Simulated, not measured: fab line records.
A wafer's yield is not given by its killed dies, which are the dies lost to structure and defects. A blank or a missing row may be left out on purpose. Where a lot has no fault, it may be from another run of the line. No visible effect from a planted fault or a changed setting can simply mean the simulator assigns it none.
fab line records | flow rit_cmos
record: lots: 13 | wafers: 39 | last_day: 7
route steps=202 shown ACTIVE@1 NWELL@37 NRETRO@59 M1@202
lots that met no fault: from a run of the same line without faults
start_h: hours from the record's opening day to when the first of the lot's shown wafers began | wait_h: hours from the lot's prior step to this one | " the same as in the row above | L1.1+2: one row covering several wafers at once | - no value present, or no start provided | * or withheld: withheld | < > ~ a bound
route shown NAME@n: names a module that has steps shown in the file, with the first one's number in the route | usual: average and standard deviation across the fault-free wafers | same: alike in all rows | chamber/n: place in a boat | sites: each site's reading | _std_site: the standard deviation of these | _edge_site: the outer-site mean with the inner-site mean subtracted | radius_mm: for every site, how far away it sits from the centre of the wafer | mask NAME#n: copy n | behind: the most recent tool/chamber to have shaped the wafer | hold: why the lot was held/for how many hours/how that ended | device: names the non-switching transistor (n, p or np) | end of line: the same wafers' tests at the end of the route | for a step that has no rows: nothing shown but its recipe | killed: dies lost to structure and defects at the first sort, not the wafer's yield | map: dies across one wafer; x = killed, . = not, _ = none there
set.NAME: the setting the step ran with; set.NAME@STEP: the setting that earlier step ran with | model.NAME: the simulator's own value behind a step, which no gauge read
the route's steps for a sample of lots (tables are steps, rows are wafers)
services: from which hour (start_h, from the record's first day; less than 0 if before it) a tool's chamber was out of use, for how many hours, and why
== steps ==
step: RIT_ACTIVE_BOW_MEAS_00
recipe: mode: bow
usual: INCOMING_BOW: 0/6.4
lot.wafer | tool          | chamber | start_h | wait_h | INCOMING_BOW[um]
L633.3    | film_metro-02 | -       | 10.04   | -      | -7
L633.5    | "             | -       | "       | "      | 1
L633.6    | "             | -       | "       | "      | 1
L634.1    | film_metro-01 | -       | 15.00   | -      | -1
L634.2    | "             | -       | "       | "      | 1
L634.6    | "             | -       | "       | "      | -3
L635.4    | film_metro-04 | -       | 20.06   | -      | 5
L635.5    | "             | -       | "       | "      | -7
L635.6    | "             | -       | "       | "      | 13
L637.1    | film_metro-01 | -       | 30.00   | -      | -2
L637.2    | "             | -       | "       | "      | 6
L637.6    | "             | -       | "       | "      | -6
L638.2    | film_metro-02 | -       | 35.02   | -      | -3
L638.4    | "             | -       | "       | "      | 9
L638.5    | "             | -       | "       | "      | -1
L639.1    | film_metro-02 | -       | 40.00   | -      | -6
L639.5    | "             | -       | "       | "      | 11
L639.6    | "             | -       | "       | "      | -2
L640.2    | film_metro-01 | -       | 45.02   | -      | -5
L640.3    | "             | -       | "       | "      | 8
L640.6    | "             | -       | "       | "      | 0
L642.1    | film_metro-01 | -       | 55.00   | -      | 0
L642.4    | "             | -       | "       | "      | -2
L642.6    | "             | -       | "       | "      | 2
L648.4    | film_metro-02 | -       | 85.06   | -      | -1
L648.5    | "             | -       | "       | "      | 0
L648.6    | "             | -       | "       | "      | 3
L651.2    | film_metro-02 | -       | 100.02  | -      | -6
L651.5    | "             | -       | "       | "      | 16
L651.6    | "             | -       | "       | "      | 12
L653.1    | film_metro-04 | -       | 110.00  | -      | 2
L653.3    | "             | -       | "       | "      | 0
L653.5    | "             | -       | "       | "      | 2
L654.1    | film_metro-02 | -       | 115.00  | -      | 10
L654.2    | "             | -       | "       | "      | -3
L654.3    | "             | -       | "       | "      | 7
L655.2    | film_metro-01 | -       | 120.02  | -      | 15
L655.3    | "             | -       | "       | "      | -6
L655.6    | "             | -       | "       | "      | -11
step: RIT_ACTIVE_ETCH_13
recipe: stop_on: SiO2 | chemistry: SF6 | target: Si3N4 | time_s: 210 | over_etch_frac: 0.4 | SF6_flow_sccm: 200 | pressure_mtorr: 260 | rf_w: 125 | target_depth_a: 2100
usual: SF6_flow_sccm: 200.1/0.63 | drypump_motor_current_A: 5.5/0.54 | oes_product_au: 0.823/0.016 | rf_fwd_power_W: 124.5/0.35 | throttle_valve_pct: 7.50/0.11
lot.wafer | tool        | chamber | start_h | wait_h | SF6_flow_sccm | drypump_motor_current_A | oes_product_au | rf_fwd_power_W | rf_hours_counter_h | throttle_valve_pct
L633.3    | rie_diel-04 | 2       | 15.66   | 0.1    | 199.9         | 5.1                     | 0.794          | 124.5          | 158                | 7.58
L633.5    | "           | 3       | "       | "      | 201.4         | 4.8                     | 0.833          | 125.0          | -                  | 7.31
L633.6    | "           | 2       | "       | "      | 199.4         | 5.1                     | 0.790          | 124.1          | -                  | 7.60
L634.1    | rie_diel-04 | 3       | 20.96   | 0.1    | 201.1         | 4.7                     | 0.831          | 125.1          | 104                | 7.33
L634.2    | "           | 1       | "       | "      | 201.1         | 5.7                     | 0.820          | 124.6          | 156                | 7.52
L634.6    | "           | 0       | "       | "      | 199.8         | 5.7                     | 0.810          | 125.0          | -                  | 7.51
L635.4    | rie_diel-03 | 0       | 24.78   | 0.1    | 199.2         | 5.4                     | 0.816          | 124.3          | -                  | 7.66
L635.5    | "           | 1       | "       | "      | 198.8         | 6.1                     | 0.849          | 124.3          | -                  | 7.52
L635.6    | "           | 2       | "       | "      | 200.4         | 5.0                     | 0.835          | 124.4          | -                  | 7.49
L637.1    | rie_diel-04 | 1       | 35.53   | 0.1    | 200.6         | 5.7                     | 0.812          | 124.8          | 157                | 7.51
L637.2    | "           | 0       | "       | "      | 200.7         | 5.7                     | 0.815          | 124.2          | 74                 | 7.51
L637.6    | "           | 1       | "       | "      | 198.8         | 5.7                     | 0.815          | 124.8          | -                  | 7.53
L638.2    | rie_diel-04 | 2       | 39.83   | 0.1    | 199.4         | 5.1                     | 0.791          | 124.9          | 159                | 7.59
L638.4    | "           | 3       | "       | "      | 200.2         | 4.8                     | 0.836          | 124.8          | 104                | 7.33
L638.5    | "           | 2       | "       | "      | 199.8         | 5.1                     | 0.783          | 124.4          | -                  | 7.58
L639.1    | rie_diel-03 | 2       | 47.51   | 0.1    | 200.7         | 5.0                     | 0.835          | 124.7          | 35                 | 7.49
L639.5    | "           | 3       | "       | "      | 199.5         | 6.4                     | 0.839          | 124.7          | -                  | 7.41
L639.6    | "           | 2       | "       | "      | 200.3         | 5.0                     | 0.827          | 124.2          | -                  | 7.49
L640.2    | rie_diel-02 | 2       | 51.75   | 0.1    | 199.7         | 4.8                     | 0.813          | 125.3          | 75                 | 7.59
L640.3    | "           | 2       | "       | "      | 199.1         | 4.8                     | 0.814          | 124.5          | -                  | 7.60
L640.6    | "           | 3       | "       | "      | 198.9         | 6.2                     | 0.822          | 125.2          | -                  | 7.30
L642.1    | rie_diel-04 | 1       | 61.28   | 0.1    | 200.0         | 5.7                     | 0.823          | 125.2          | 157                | 7.53
L642.4    | "           | 0       | "       | "      | 200.2         | 5.7                     | 0.815          | 124.6          | 74                 | 7.54
L642.6    | "           | 1       | "       | "      | 198.9         | 5.7                     | 0.816          | 124.7          | -                  | 7.53
L648.4    | rie_diel-03 | 0       | 90.28   | 0.1    | 200.3         | 5.4                     | 0.828          | 144.0          | -                  | 7.66
L648.5    | "           | 1       | "       | "      | 200.2         | 6.1                     | 0.849          | 124.7          | -                  | 7.52
L648.6    | "           | 2       | "       | "      | 200.7         | 5.0                     | 0.830          | 124.3          | -                  | 7.49
L651.2    | rie_diel-04 | 0       | 105.57  | 0.1    | 200.6         | 5.7                     | 0.818          | 124.8          | 75                 | 7.50
L651.5    | "           | 3       | "       | "      | 199.6         | 4.7                     | 0.820          | 124.5          | -                  | 7.34
L651.6    | "           | 0       | "       | "      | 200.3         | 5.7                     | 0.818          | 125.1          | -                  | 7.52
L653.1    | rie_diel-02 | 2       | 115.93  | 0.1    | 199.7         | 4.8                     | 0.814          | 124.6          | 76                 | 7.59
L653.3    | "           | 1       | "       | "      | 200.2         | 5.9                     | 0.800          | 124.3          | 8                  | 7.54
L653.5    | "           | 2       | "       | "      | 200.9         | 4.8                     | 0.813          | 124.4          | -                  | 7.59
L654.1    | rie_diel-02 | 2       | 120.97  | 0.1    | 200.8         | 4.8                     | 0.817          | 124.7          | 77                 | 7.58
L654.2    | "           | 1       | "       | "      | 200.4         | 6.0                     | 0.810          | 124.3          | 8                  | 7.55
L654.3    | "           | 0       | "       | "      | 199.6         | 6.2                     | 0.837          | 124.0          | 142                | 7.63
L655.2    | rie_diel-04 | 2       | 124.83  | 0.1    | 200.7         | 5.1                     | 0.841          | 124.3          | 0                  | 7.58
L655.3    | "           | 3       | "       | "      | 198.8         | 4.8                     | 0.840          | 124.7          | -                  | 7.32
L655.6    | "           | 2       | "       | "      | 199.6         | 5.1                     | 0.838          | 124.3          | -                  | 7.59
step: RIT_NWELL_STRIP_09
recipe: chemistry: O2 | time_s: 180 | resist: NOVOLAK | platen_temp_c: withheld | power_w: 500 | pressure_mtorr: 4000 | o2_flow_sccm: 4000
usual: drypump_motor_current_A: 5.8/0.31
lot.wafer | tool            | chamber | start_h | wait_h | drypump_motor_current_A | rf_hours_counter_h
L633.3    | plasma_asher-03 | 1       | 21.94   | 0.1    | 6.1                     | -
L633.5    | "               | 1       | "       | "      | 6.1                     | -
L633.6    | "               | 0       | "       | "      | 5.8                     | -
L634.1    | plasma_asher-03 | 0       | 27.23   | 0.1    | 5.9                     | 37
L634.2    | "               | 1       | "       | "      | 6.2                     | 37
L634.6    | "               | 0       | "       | "      | 5.9                     | -
L635.4    | plasma_asher-03 | 0       | 35.81   | 0.1    | 5.9                     | -
L635.5    | "               | 1       | "       | "      | 6.2                     | -
L635.6    | "               | 0       | "       | "      | 5.8                     | -
L637.1    | plasma_asher-01 | 1       | 42.77   | 0.1    | 6.0                     | 41
L637.2    | "               | 0       | "       | "      | 5.2                     | 41
L637.6    | "               | 1       | "       | "      | 6.0                     | -
L638.2    | plasma_asher-01 | 0       | 47.98   | 0.1    | 5.2                     | 42
L638.4    | "               | 1       | "       | "      | 6.0                     | -
L638.5    | "               | 0       | "       | "      | 5.2                     | -
L639.1    | plasma_asher-03 | 1       | 57.63   | 0.1    | 6.2                     | 41
L639.5    | "               | 0       | "       | "      | 5.9                     | -
L639.6    | "               | 1       | "       | "      | 6.2                     | -
L640.2    | plasma_asher-03 | 0       | 60.30   | 0.1    | 5.9                     | 41
L640.3    | "               | 0       | "       | "      | 5.9                     | -
L640.6    | "               | 1       | "       | "      | 6.1                     | -
L642.1    | plasma_asher-02 | 1       | 67.92   | 0.1    | 5.4                     | 29
L642.4    | "               | 0       | "       | "      | 5.8                     | -
L642.6    | "               | 1       | "       | "      | 5.4                     | -
L648.4    | plasma_asher-02 | 0       | 98.42   | 0.1    | 5.8                     | -
L648.5    | "               | 0       | "       | "      | 5.8                     | -
L648.6    | "               | 1       | "       | "      | 5.4                     | -
L651.2    | plasma_asher-02 | 0       | 112.25  | 0.1    | 5.8                     | 34
L651.5    | "               | 0       | "       | "      | 5.8                     | -
L651.6    | "               | 1       | "       | "      | 5.3                     | -
L653.1    | plasma_asher-02 | 1       | 122.87  | 0.1    | 5.4                     | 35
L653.3    | "               | 0       | "       | "      | 5.8                     | -
L653.5    | "               | 1       | "       | "      | 5.4                     | -
L654.1    | plasma_asher-02 | 0       | 126.98  | 0.1    | 5.8                     | 36
L654.2    | "               | 1       | "       | "      | 5.3                     | 36
L654.3    | "               | 1       | "       | "      | 5.4                     | -
L655.2    | plasma_asher-03 | 0       | 134.31  | 0.1    | 5.8                     | 2
L655.3    | "               | 0       | "       | "      | 5.9                     | -
L655.6    | "               | 1       | "       | "      | 6.2                     | -
step: RIT_NRETRO_OVL_MEAS_06
usual: NRETRO_OVL: 0.1/1.5
lot.wafer | tool       | chamber | start_h | wait_h | NRETRO_OVL[nm]
L633.3    | overlay-01 | -       | 30.48   | -      | 1.1
L633.5    | "          | -       | "       | "      | 2.1
L633.6    | "          | -       | "       | "      | 0.7
L634.1    | overlay-02 | -       | 35.35   | -      | 0.7
L634.2    | "          | -       | "       | "      | 0.3
L634.6    | "          | -       | "       | "      | 0.3
L635.4    | overlay-01 | -       | 43.93   | -      | 2.8
L635.5    | "          | -       | "       | "      | 2.6
L635.6    | "          | -       | "       | "      | 2.8
L637.1    | overlay-02 | -       | 51.80   | -      | -0.3
L637.2    | "          | -       | "       | "      | -2.3
L637.6    | "          | -       | "       | "      | -1.0
L638.2    | overlay-02 | -       | 57.69   | -      | -0.3
L638.4    | "          | -       | "       | "      | -1.0
L638.5    | "          | -       | "       | "      | 1.2
L639.1    | overlay-01 | -       | 65.61   | -      | 1.7
L639.5    | "          | -       | "       | "      | 1.2
L639.6    | "          | -       | "       | "      | 2.0
L640.2    | overlay-01 | -       | 70.16   | -      | -1.1
L640.3    | "          | -       | "       | "      | -2.0
L640.6    | "          | -       | "       | "      | -2.7
L642.1    | overlay-02 | -       | 77.67   | -      | -1.5
L642.4    | "          | -       | "       | "      | -1.0
L642.6    | "          | -       | "       | "      | 0.5
L648.4    | overlay-02 | -       | 107.35  | -      | -1.0
L648.5    | "          | -       | "       | "      | -1.1
L648.6    | "          | -       | "       | "      | 0.1
L651.2    | overlay-02 | -       | 120.52  | -      | 0.7
L651.5    | "          | -       | "       | "      | 0.2
L651.6    | "          | -       | "       | "      | 1.3
L653.1    | overlay-01 | -       | 131.72  | -      | 2.3
L653.3    | "          | -       | "       | "      | 2.5
L653.5    | "          | -       | "       | "      | 2.4
L654.1    | overlay-02 | -       | 135.24  | -      | -1.6
L654.2    | "          | -       | "       | "      | -1.0
L654.3    | "          | -       | "       | "      | -1.1
L655.2    | overlay-01 | -       | 142.31  | -      | 0.5
L655.3    | "          | -       | "       | "      | -0.2
L655.6    | "          | -       | "       | "      | 0.8
step: RIT_M1_PROBE_99
usual: killed_at_contacts: 0.0/0.22 | killed_at_front_end: 7/3.2 | killed_dies: 8/3.2 | killed_open: 3.7/2.1 | killed_short: 3.8/2.2
same: gross_dies: 264 | killed_at_M0_to_M3: 0 | killed_at_M4_up: 0 | killed_at_back_side: 0 | killed_at_other: 0
lot.wafer | tool      | chamber | start_h | wait_h | killed_at_contacts | killed_at_front_end | killed_dies | killed_open | killed_short
L633.3    | prober-01 | -       | 59.00   | 0.2    | 0                  | 6                   | 6           | 3           | 3
L633.5    | prober-01 | -       | 59.10   | 0.2    | 0                  | 8                   | 8           | 3           | 5
L633.6    | prober-01 | -       | 59.15   | 0.2    | 0                  | 8                   | 8           | 4           | 4
L638.2    | prober-02 | -       | 87.81   | 0.1    | 0                  | 7                   | 7           | 4           | 3
L638.4    | prober-02 | -       | 87.91   | 0.2    | 0                  | 3                   | 3           | 1           | 2
L638.5    | prober-02 | -       | 87.96   | 0.2    | 0                  | 12                  | 12          | 7           | 5
L639.1    | prober-01 | -       | 95.63   | 0.1    | 0                  | 12                  | 12          | 5           | 7
L639.5    | prober-01 | -       | 95.83   | 0.2    | 1                  | 11                  | 12          | 6           | 6
L639.6    | prober-01 | -       | 95.88   | 0.2    | 0                  | 5                   | 5           | 1           | 4
L640.2    | prober-02 | -       | 98.74   | 0.1    | 0                  | 5                   | 5           | 2           | 3
L640.3    | prober-02 | -       | 98.79   | 0.2    | 0                  | 2                   | 2           | 1           | 1
L640.6    | prober-02 | -       | 98.94   | 0.2    | 0                  | 8                   | 8           | 4           | 4
L654.1    | prober-02 | -       | 166.01  | 0.1    | 1                  | 7                   | 8           | 2           | 6
L654.2    | prober-02 | -       | 166.06  | 0.1    | 0                  | 10                  | 10          | 3           | 7
L654.3    | prober-02 | -       | 166.11  | 0.2    | 0                  | 8                   | 8           | 3           | 5
L655.2    | prober-01 | -       | 172.73  | 0.1    | 0                  | 4                   | 4           | 3           | 1
L655.3    | prober-01 | -       | 172.78  | 0.2    | 0                  | 2                   | 2           | 1           | 1
L655.6    | prober-01 | -       | 172.93  | 0.2    | 0                  | 4                   | 4           | 3           | 1
killed by level:class
L633.3 GATE:geometric_particle:open=2 FOX1:geometric_particle:short=1 GATE:geometric_particle:short=1 REOX:geometric_particle:short=1 SILICIDE:geometric_particle:open=1
L633.5 FOX2:geometric_particle:short=2 REOX:geometric_particle:short=2 FOX2:geometric_particle:open=1 GATE:geometric_particle:open=1 SPACER:geometric_particle:short=1 SILICIDE:geometric_particle:open=1
L633.6 GATE:geometric_particle:open=4 FOX1:geometric_particle:short=3 SILICIDE:geometric_particle:short=1
L638.2 GATE:geometric_particle:open=2 GATE:geometric_particle:short=2 FOX1:geometric_particle:open=1 REOX:geometric_particle:open=1 SILICIDE:geometric_particle:short=1
L638.4 GATE:geometric_particle:short=2 FOX2:geometric_particle:open=1
L638.5 GATE:geometric_particle:open=3 FOX1:geometric_particle:open=2 GATE:geometric_particle:short=2 SPACER:geometric_particle:short=2 FOX1:geometric_particle:short=1 SPACER:geometric_particle:open=1 SILICIDE:geometric_particle:open=1
L639.1 GATE:geometric_particle:open=3 GATE:geometric_particle:short=3 FOX1:geometric_particle:open=1 FOX2:geometric_particle:short=1 REOX:geometric_particle:short=1 SPACER:geometric_particle:short=1 SILICIDE:geometric_particle:short=1 SILICIDE:geometric_particle:open=1
L639.5 GATE:geometric_particle:short=2 SILICIDE:geometric_particle:open=2 FOX1:geometric_particle:open=1 FOX2:geometric_particle:short=1 GATE:geometric_particle:open=1 REOX:geometric_particle:open=1 REOX:geometric_particle:short=1 SPACER:geometric_particle:short=1
L639.6 GATE:geometric_particle:short=2 FOX1:geometric_particle:short=1 REOX:geometric_particle:open=1 SILICIDE:geometric_particle:short=1
L640.2 GATE:geometric_particle:short=2 FOX2:geometric_particle:short=1 GATE:geometric_particle:open=1 SILICIDE:geometric_particle:open=1
L640.3 REOX:geometric_particle:short=1 SILICIDE:geometric_particle:open=1
L640.6 GATE:geometric_particle:short=3 GATE:geometric_particle:open=2 FOX1:geometric_particle:open=1 FOX2:geometric_particle:open=1 REOX:geometric_particle:short=1
L654.1 GATE:geometric_particle:short=4 REOX:geometric_particle:short=1 SPACER:geometric_particle:open=1 SILICIDE:geometric_particle:open=1 CONTACT:geometric_particle:short=1
L654.2 GATE:geometric_particle:short=4 GATE:geometric_particle:open=2 REOX:geometric_particle:short=1 SPACER:geometric_particle:short=1 SPACER:geometric_particle:open=1 SILICIDE:geometric_particle:short=1
L654.3 SPACER:geometric_particle:short=3 GATE:geometric_particle:open=2 GATE:geometric_particle:short=2 FOX2:geometric_particle:open=1
L655.2 FOX2:geometric_particle:open=1 GATE:geometric_particle:short=1 GATE:geometric_particle:open=1 REOX:geometric_particle:open=1
L655.3 GATE:geometric_particle:open=1 SPACER:geometric_particle:short=1
L655.6 GATE:geometric_particle:open=2 GATE:geometric_particle:short=1 SPACER:geometric_particle:open=1
== services ==
tool            | chamber | start_h | hours | kind
rie_diel-04     | 1       | -7.12   | 16.0  | repair
plasma_asher-02 | -       | -0.92   | 0.9   | repair
plasma_asher-02 | -       | 3.66    | 2.5   | repair
plasma_asher-02 | -       | 7.93    | 0.9   | repair
rie_diel-03     | 3       | 12.73   | 13.1  | repair
rie_diel-04     | -       | 26.67   | 2.0   | repair
rie_diel-02     | 1       | 29.99   | 9.2   | repair
rie_diel-03     | 1       | 43.01   | 3.8   | repair
rie_diel-02     | 0       | 51.08   | 6.5   | repair
rie_diel-02     | 1       | 51.39   | 4.6   | repair
plasma_asher-01 | -       | 54.90   | 3.0   | repair
rie_diel-04     | 2       | 65.20   | 3.4   | repair
rie_diel-04     | 2       | 94.52   | -     | clean
rie_diel-04     | 2       | 94.52   | 12.9  | scheduled_down
rie_diel-04     | 2       | 94.52   | 12.9  | vent_cycle
rie_diel-04     | 1       | 107.41  | -     | clean
rie_diel-04     | 1       | 107.41  | 27.2  | scheduled_down
rie_diel-04     | 1       | 107.41  | 27.2  | vent_cycle
plasma_asher-03 | -       | 108.75  | 9.0   | pm
plasma_asher-03 | 0       | 108.75  | 9.0   | vent_cycle
plasma_asher-03 | 1       | 108.75  | 9.0   | vent_cycle
plasma_asher-03 | 0       | 117.75  | -     | clean
rie_diel-04     | 0       | 123.51  | 8.8   | repair
plasma_asher-02 | -       | 132.94  | 4.4   | repair
== key ==
first_sign: step: RIT_ACTIVE_ETCH_13 | reading: rf_fwd_power_W | direction: up | sigmas: 56 | usual: 124.5 | struck: 144.0
effect none on later readings
met_at RIT_ACTIVE_ETCH_13
struck_lots L648
struck_wafers L648.4
tester_left_out L648
not_acting_at RIT_ACTIVE_BOW_MEAS_00,RIT_NWELL_STRIP_09,RIT_NRETRO_OVL_MEAS_06
onset_between 24.78 90.28
fault: kind: process_parameter_drift | tool: rie_diel-03 | chamber: 0 | onset_h: 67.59 | steps: RIT_ACTIVE_ETCH_13 | channel: rf_w | offset: 20 | shape: step | end_h: 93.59 | acts_in: these_recipes_only | stated: 125
tester_left_out: of these lots the tester's yield and bins aren't shown, on N5 and GAA mostly nor the transistor test; their killed dies are dies lost to structure and defects alone, not to doping, threshold or leakage, so they don't give the yield
